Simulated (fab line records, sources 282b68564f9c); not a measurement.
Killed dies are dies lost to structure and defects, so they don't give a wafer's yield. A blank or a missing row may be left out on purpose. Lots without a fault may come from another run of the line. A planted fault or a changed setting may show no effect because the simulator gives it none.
fab line records | flow rit_cmos
record lots=15 wafers=45 last_day=7
route steps=202 shown GATE@95
lots that met no fault: from a run of the same line without faults
start_h: hours from the record's first day to the start of the lot's first wafer shown | wait_h: hours since the lot's step before | " the same as in the row above | L1.1+2: a row that stands for several wafers | - no value, or no start given | * or withheld: withheld | < > ~ a bound
route shown NAME@n: a module of which the file shows steps, and the number in the route of the first | usual: mean/standard deviation of fault-free wafers | same: alike in all rows | chamber/n: place in a boat | sites: the reading at each site | _std_site: their standard deviation | _edge_site: outer sites' mean less inner sites' | radius_mm: how far each site lies from the wafer's centre | mask NAME#n: copy n | behind: the tool/chamber that last shaped the wafer | hold: why the lot was held/for how many hours/how that ended | device: the transistor (n, p or np) that didn't switch | end of line: the same wafers' tests at the end of the route | a step without rows: its recipe alone | killed: dies lost to structure and defects at the first sort, not the wafer's yield | map: a wafer's dies, x killed, . not, _ none there
set.NAME: the setting as run; set.NAME@STEP: as run at that earlier step | model.NAME: the simulator's own value behind a step, which no gauge read
steps of the route over a sample of lots; a table a step, a row a wafer
services: from which hour (start_h, from the record's first day; less than 0 if before it) a tool's chamber was out of use, for how many hours, and why
## steps
# step RIT_GATE_ETCH_19
# recipe chemistry=SF6/CHF3/O2 time_s=161.2 SF6_flow_sccm=30 CHF3_flow_sccm=30 O2_flow_sccm=5 target=poly-Si pressure_mtorr=40 rf_w=160 target_depth_a=3125 over_etch_frac=0.25 stop_on=SiO2
# usual drypump_motor_current_A=5.7/0.59 he_backside_leak_sccm=2.58/0.24 oes_product_au=0.859/0.016 over_etch_frac=0.25/0 throttle_valve_pct=10.17/0.17
# columns lot.wafer tool chamber start_h wait_h drypump_motor_current_A he_backside_leak_sccm oes_product_au over_etch_frac rf_hours_counter_h throttle_valve_pct
L731.1 rie_si-02 0 36.55 0.1 6.0 2.53 0.856 0.25 47 10.06
L731.2 " 3 " " 5.8 2.55 0.864 0.25 124 10.28
L731.5 " 2 " " 6.5 2.21 0.873 0.25 - 10.14
L732.1 rie_si-01 0 42.78 0.1 5.6 2.70 0.868 0.25 146 10.03
L732.3 " 2 " " 6.1 3.04 0.844 0.25 100 10.11
L732.4 " 1 " " 5.1 2.53 0.823 0.25 85 10.51
L733.2 rie_si-02 0 50.25 0.1 6.0 2.52 0.853 0.25 47 10.05
L733.3 " 2 " " 6.5 2.59 0.875 0.25 107 10.15
L733.5 " 2 " " 6.5 2.39 0.871 0.25 - 10.14
L734.4 rie_si-01 3 52.83 0.1 4.6 2.46 0.851 0.25 27 10.20
L734.5 " 0 " " 5.6 2.76 0.883 0.25 - 10.04
L734.6 " 3 " " 4.6 2.63 0.852 0.25 - 10.21
L735.3 rie_si-02 3 57.77 0.1 5.8 2.64 0.870 0.25 124 10.28
L735.4 " 2 " " 6.5 2.55 0.873 0.25 107 10.15
L735.5 " 0 " " 6.1 2.50 0.861 0.25 - 10.05
L736.1 rie_si-01 0 62.00 0.1 5.6 2.67 0.878 0.25 146 10.04
L736.3 " 2 " " 6.1 2.96 0.862 0.25 100 10.13
L736.5 " 0 " " 5.6 2.69 0.878 0.25 - 10.02
L737.2 rie_si-02 3 67.23 0.1 5.8 2.40 0.855 0.25 124 10.27
L737.5 " 1 " " 5.6 2.29 0.868 0.25 - 9.95
L737.6 " 2 " " 6.5 2.40 0.859 0.25 - 10.14
L739.1 rie_si-02 3 78.18 0.1 5.8 2.65 0.870 0.25 124 10.27
L739.2 " 1 " " 5.5 2.28 0.877 0.25 50 9.96
L739.5 " 1 " " 5.6 2.16 0.888 0.25 - 9.96
L741.1 rie_si-02 0 87.31 0.1 6.1 2.60 0.861 0.25 47 10.06
L741.2 " 2 " " 6.5 2.38 0.863 0.25 107 10.15
L741.5 " 2 " " 6.5 2.37 0.867 0.25 - 10.14
L744.2 rie_si-01 1 103.40 0.1 5.0 2.52 0.823 0.25 86 10.51
L744.3 " 3 " " 4.6 2.64 0.953 0.05 28 10.19
L744.5 " 3 " " 4.6 2.76 0.957 0.05 - 10.21
L746.1 rie_si-01 3 111.27 0.1 4.6 2.48 0.958 0.05 28 10.22
L746.4 " 1 " " 5.1 2.61 0.842 0.25 86 10.51
L746.6 " 0 " " 5.6 2.70 0.886 0.25 - 10.01
L748.1 rie_si-01 3 123.48 0.1 4.6 2.65 0.967 0.05 28 10.22
L748.2 " 1 " " 5.1 2.34 0.838 0.25 86 10.50
L748.3 " 2 " " 6.1 3.22 0.853 0.25 101 10.12
L749.1 rie_si-02 0 127.43 0.1 6.1 2.62 0.852 0.25 47 10.04
L749.5 " 1 " " 5.5 2.20 0.870 0.25 - 9.95
L749.6 " 2 " " 6.5 2.34 0.865 0.25 - 10.14
L751.1 rie_si-02 3 138.96 0.1 5.8 2.63 0.863 0.25 125 10.27
L751.2 " 1 " " 5.6 2.22 0.879 0.25 50 9.95
L751.4 " 2 " " 6.5 2.47 0.862 0.25 108 10.14
L753.2 rie_si-02 1 151.70 0.1 5.5 2.29 0.872 0.25 50 9.98
L753.3 " 2 " " 6.5 2.59 0.879 0.25 108 10.15
L753.6 " 2 " " 6.5 2.52 0.860 0.25 - 10.14
## services
# columns tool chamber start_h hours kind
rie_si-01 0 79.52 6.4 repair
rie_si-02 0 96.69 9.1 repair
rie_si-01 2 99.90 4.3 repair
rie_si-01 0 129.61 - clean
rie_si-01 0 129.61 14.5 scheduled_down
rie_si-01 0 129.61 14.5 vent_cycle
rie_si-02 3 149.39 9.8 repair
## key
first_sign step=RIT_GATE_ETCH_19 reading=over_etch_frac direction=down sigmas=99+ usual=0.25 struck=0.05
effect step=RIT_GATE_ETCH_19 reading=oes_product_au direction=up sigmas=6.1 usual=0.859 struck=0.959
met_at RIT_GATE_ETCH_19
struck_lots L744,L746,L748
struck_wafers L744.3,L744.5,L746.1,L748.1
sort_left_out L744.3,L744.5,L746.1
tester_left_out L744,L746,L748
onset_between 52.83 103.40
fault kind=process_parameter_drift tool=rie_si-01 chamber=3 onset_h=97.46 steps=RIT_GATE_ETCH_19 channel=over_etch_frac offset=-0.2 shape=step end_h=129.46 stated=0.25
# tester_left_out: of these lots the tester's yield and bins aren't shown, on N5 and GAA mostly nor the transistor test; their killed dies are dies lost to structure and defects alone, not to doping, threshold or leakage, so they don't give the yield
# sort_left_out: the simulated sort isn't trusted on such a fault, so these wafers' sort isn't shown, and their yield isn't known
